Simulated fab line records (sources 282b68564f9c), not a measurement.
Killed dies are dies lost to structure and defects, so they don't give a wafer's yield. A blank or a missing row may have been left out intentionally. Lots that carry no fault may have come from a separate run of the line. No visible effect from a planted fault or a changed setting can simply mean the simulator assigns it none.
Split-lot study || flow rit_cmos || 23 wafers read from 5 lots, route of 202 steps

## SPLIT DETAILS
At RIT_NLDD_IMPLANT_08, the setting energy_kev was moved away from the recipe's 20 on 9 of the 23 wafers read, by -5.2% to +4.5%. For the rest of the wafers, this setting stayed at what the recipe calls for.

## BETWEEN THE SPLIT AND THE READING: the file shows 1 step in between
- RIT_NLDD_STRIP_09: strips in O2, time 180 s

## THE READING
NLDD_TW, at RIT_NLDD_TW_MEAS_10. Typical for fault-free wafers on this fab line: 2443, with standard deviation 10.

{"wafer": "L078.2", "tool, chamber at the split": "implanter-03, 0", "energy_kev as run": 18.95, "against the recipe": "-5.2%", "NLDD_TW": 2414, "against lot-mates on the recipe": -31}
{"wafer": "L078.3", "tool, chamber at the split": "implanter-03, 0", "energy_kev as run": 20, "against the recipe": "recipe", "NLDD_TW": 2442, "against lot-mates on the recipe": "-"}
{"wafer": "L078.4", "tool, chamber at the split": "implanter-03, 0", "energy_kev as run": 18.95, "against the recipe": "-5.2%", "NLDD_TW": 2413, "against lot-mates on the recipe": -32}
{"wafer": "L078.5", "tool, chamber at the split": "implanter-03, 0", "energy_kev as run": 20, "against the recipe": "recipe", "NLDD_TW": 2442, "against lot-mates on the recipe": "-"}
{"wafer": "L078.6", "tool, chamber at the split": "implanter-03, 0", "energy_kev as run": 20, "against the recipe": "recipe", "NLDD_TW": 2451, "against lot-mates on the recipe": "-"}
{"wafer": "L080.2", "tool, chamber at the split": "implanter-02, 0", "energy_kev as run": 20, "against the recipe": "recipe", "NLDD_TW": 2442, "against lot-mates on the recipe": "-"}
{"wafer": "L080.4", "tool, chamber at the split": "implanter-02, 0", "energy_kev as run": 20, "against the recipe": "recipe", "NLDD_TW": 2440, "against lot-mates on the recipe": "-"}
{"wafer": "L080.6", "tool, chamber at the split": "implanter-02, 0", "energy_kev as run": 20, "against the recipe": "recipe", "NLDD_TW": 2449, "against lot-mates on the recipe": "-"}
{"wafer": "L082.1", "tool, chamber at the split": "implanter-01, 0", "energy_kev as run": 20, "against the recipe": "recipe", "NLDD_TW": 2450, "against lot-mates on the recipe": "-"}
{"wafer": "L082.2", "tool, chamber at the split": "implanter-01, 0", "energy_kev as run": 20, "against the recipe": "recipe", "NLDD_TW": 2462, "against lot-mates on the recipe": "-"}
{"wafer": "L082.3", "tool, chamber at the split": "implanter-01, 0", "energy_kev as run": 20.71, "against the recipe": "+3.6%", "NLDD_TW": 2482, "against lot-mates on the recipe": "+29"}
{"wafer": "L082.4", "tool, chamber at the split": "implanter-01, 0", "energy_kev as run": 20.71, "against the recipe": "+3.6%", "NLDD_TW": 2474, "against lot-mates on the recipe": "+21"}
{"wafer": "L082.5", "tool, chamber at the split": "implanter-01, 0", "energy_kev as run": 20, "against the recipe": "recipe", "NLDD_TW": 2448, "against lot-mates on the recipe": "-"}
{"wafer": "L083.1", "tool, chamber at the split": "implanter-01, 0", "energy_kev as run": 20, "against the recipe": "recipe", "NLDD_TW": 2456, "against lot-mates on the recipe": "-"}
{"wafer": "L083.2", "tool, chamber at the split": "implanter-01, 0", "energy_kev as run": 20, "against the recipe": "recipe", "NLDD_TW": 2470, "against lot-mates on the recipe": "-"}
{"wafer": "L083.3", "tool, chamber at the split": "implanter-01, 0", "energy_kev as run": 20.9, "against the recipe": "+4.5%", "NLDD_TW": 2477, "against lot-mates on the recipe": "+18"}
{"wafer": "L083.4", "tool, chamber at the split": "implanter-01, 0", "energy_kev as run": 20.9, "against the recipe": "+4.5%", "NLDD_TW": 2489, "against lot-mates on the recipe": "+30"}
{"wafer": "L083.6", "tool, chamber at the split": "implanter-01, 0", "energy_kev as run": 20, "against the recipe": "recipe", "NLDD_TW": 2452, "against lot-mates on the recipe": "-"}
{"wafer": "L084.2", "tool, chamber at the split": "implanter-01, 0", "energy_kev as run": 20, "against the recipe": "recipe", "NLDD_TW": 2424, "against lot-mates on the recipe": "-"}
{"wafer": "L084.3", "tool, chamber at the split": "implanter-01, 0", "energy_kev as run": 19.23, "against the recipe": "-3.8%", "NLDD_TW": 2405, "against lot-mates on the recipe": -26}
{"wafer": "L084.4", "tool, chamber at the split": "implanter-01, 0", "energy_kev as run": 19.23, "against the recipe": "-3.8%", "NLDD_TW": 2401, "against lot-mates on the recipe": -30}
{"wafer": "L084.5", "tool, chamber at the split": "implanter-01, 0", "energy_kev as run": 19.23, "against the recipe": "-3.8%", "NLDD_TW": 2396, "against lot-mates on the recipe": -36}
{"wafer": "L084.6", "tool, chamber at the split": "implanter-01, 0", "energy_kev as run": 20, "against the recipe": "recipe", "NLDD_TW": 2439, "against lot-mates on the recipe": "-"}

THE FIT
A straight line over all 23 wafers: NLDD_TW changes by +8.64 for each +1% of energy_kev; r = +0.91; the points scatter about the line by 11.
The same after taking each lot's own level away (the mean of its wafers on the recipe; 23 wafers): +6.47 for each +1%; r = +0.95; scatter 6.2.
That fit puts the effect of the largest move of energy_kev on the reading at 34.
The lots' own levels span 2431.5 to 2459.3, that is 2.8 times the standard deviation above.
Hence the slope depends on the lot-to-lot level, as the two fits are not the same.
Check: -35.8 against its lot-mates is what the line predicts for one of the wafers moved furthest among these (-5.2%) when that wafer is left out of the fit. It came out at -31 against them.

## THE OTHER SPLITS THESE WAFERS WENT THROUGH
Other splits were also applied to these wafers ahead of the reading. Each is held against what the fit with the lots' levels taken away leaves over:
{"other split on the same wafers": "RIT_GATE_ETCH_19 time_s", "wafers away from the commonest value": 7, "r with NLDD_TW (lot level and that fit taken away)": -0.30}

## THE WHOLE CHAIN: every reading that the file lists as answering this split, in the file's order
{"step": "RIT_NLDD_IMPLANT_08", "what it does": "", "reading": "implant.rp_nm (the simulator's own value, which no gauge read)", "change (the file's fit)": "+0.188 nm for each +1% of the setting", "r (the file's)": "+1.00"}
{"step": "RIT_NLDD_IMPLANT_08", "what it does": "", "reading": "implant.drp_nm (the simulator's own value, which no gauge read)", "change (the file's fit)": "+0.0784 nm for each +1% of the setting", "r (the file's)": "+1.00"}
{"step": "RIT_NLDD_TW_MEAS_10", "what it does": "", "reading": "NLDD_TW", "change (the file's fit)": "+6.38 for each +1% of the setting", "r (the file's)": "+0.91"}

## THE FILE'S OWN FIT
NLDD_TW changes by +6.38 for each +1% of energy_kev, r = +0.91.
